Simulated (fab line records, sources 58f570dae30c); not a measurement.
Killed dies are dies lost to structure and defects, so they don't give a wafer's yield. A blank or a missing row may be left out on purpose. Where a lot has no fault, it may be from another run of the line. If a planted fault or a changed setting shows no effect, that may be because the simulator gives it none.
Check for tools in common + flow berkeley_cmos170 + 42 wafers sampled across 14 lots

## THE REASON FOR OPENING IT
At UCB170_ACTIVE_OVL_MEAS_14 the reading ACTIVE_OVL is flagged on 3 of 14 lots. No-fault wafers: 3 nm, standard deviation 4.6.
Rule: flag the lot when none of its wafers has a number, or when each of its wafers that has one lies beyond 4 standard deviations from that mean. The other lots count as sound.

| lot  | measured    | on         | ACTIVE_OVL (nm), wafer by wafer | flag    |
|------|-------------|------------|---------------------------------|---------|
| L748 | day 4 18:35 | overlay-01 | 12 8 7                          |         |
| L751 | day 5 06:01 | overlay-01 | 12 7 6                          |         |
| L754 | day 6 04:28 | overlay-01 | -130 -123 -126                  | FLAGGED |
| L753 | day 6 04:43 | overlay-01 | 3 4 0                           |         |
| L755 | day 6 08:12 | overlay-02 | -128 -125 -125                  | FLAGGED |
| L756 | day 6 08:32 | overlay-01 | 2 6 6                           |         |
| L759 | day 7 01:07 | overlay-01 | -119 -121 -121                  | FLAGGED |
| L761 | day 7 11:19 | overlay-02 | 1 1 -1                          |         |
| L760 | day 7 11:24 | overlay-01 | 4 8 4                           |         |
| L764 | day 8 03:46 | overlay-02 | 9 12 2                          |         |
| L765 | day 8 13:38 | overlay-01 | -3 -1 2                         |         |
| L769 | day 8 21:19 | overlay-01 | 4 3 9                           |         |
| L768 | day 8 21:35 | overlay-01 | 7 5 3                           |         |
| L771 | day 9 16:12 | overlay-02 | 5 3 6                           |         |
On average the flagged lots' numbers are -124 nm, which is -127 nm against the usual, or -28 standard deviations.

## EACH LOT AND THE TOOL IT RAN ON
The record keeps 1 process step preceding the reading, out of 331 steps on the route. Cell contents, in order: the tool; ch with the chambers the sampled wafers went through; the start.
| lot  | flag    | UCB170_ACTIVE_EXPOSE_10          |
|------|---------|----------------------------------|
| L748 |         | krf_scanner-01 ch 0, day 4 17:42 |
| L751 |         | krf_scanner-01 ch 0, day 5 05:32 |
| L754 | FLAGGED | krf_scanner-02 ch 0, day 6 03:57 |
| L753 |         | krf_scanner-01 ch 0, day 6 04:13 |
| L755 | FLAGGED | krf_scanner-02 ch 0, day 6 07:41 |
| L756 |         | krf_scanner-01 ch 0, day 6 08:02 |
| L759 | FLAGGED | krf_scanner-02 ch 0, day 7 00:25 |
| L761 |         | krf_scanner-01 ch 0, day 7 09:55 |
| L760 |         | krf_scanner-01 ch 0, day 7 10:01 |
| L764 |         | krf_scanner-01 ch 0, day 8 02:54 |
| L765 |         | krf_scanner-01 ch 0, day 8 12:40 |
| L769 |         | krf_scanner-01 ch 0, day 8 20:20 |
| L768 |         | krf_scanner-01 ch 0, day 8 20:51 |
| L771 |         | krf_scanner-01 ch 0, day 9 15:42 |
What these steps do:
- UCB170_ACTIVE_EXPOSE_10: exposes mask ACTIVE, target cd 1200 nm.
- UCB170_ACTIVE_OVL_MEAS_14

## FLAGGED AGAINST TOTAL, ONE TOOL AT A TIME (gauges that did the reading follow at the end)
| step                      | tool           | lots run | flagged | share of the flagged lots | sound lots run after its first flagged lot |
|---------------------------|----------------|----------|---------|---------------------------|--------------------------------------------|
| UCB170_ACTIVE_EXPOSE_10   | krf_scanner-01 | 11       | 0       | none                      | -                                          |
| UCB170_ACTIVE_EXPOSE_10   | krf_scanner-02 | 3        | 3       | all                       | 0                                          |
| UCB170_ACTIVE_OVL_MEAS_14 | overlay-01     | 10       | 2       | some                      | 6 (L753,L756,L760,L765,L769,L768)          |
| UCB170_ACTIVE_OVL_MEAS_14 | overlay-02     | 4        | 1       | some                      | 3 (L761,L764,L771)                         |

## WHAT THE TABLE ALLOWS
Rows of the table that ran each flagged lot: 1, that is krf_scanner-02 at UCB170_ACTIVE_EXPOSE_10.
- krf_scanner-02 at UCB170_ACTIVE_EXPOSE_10 ran 3 lots, 3 of them flagged. Because this sample shows no sound lot run on it before its first flagged lot, the start cannot be pinned down more closely.
One tool is left: krf_scanner-02 at UCB170_ACTIVE_EXPOSE_10.

## WHAT WAS PUT IN BY THE SIMULATOR
Scanner matching overlay: krf_scanner-02, from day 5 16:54 on, at UCB170_ACTIVE_EXPOSE_10. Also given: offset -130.
Struck lots among those shown: L754, L755, L759. The rule above found the same.
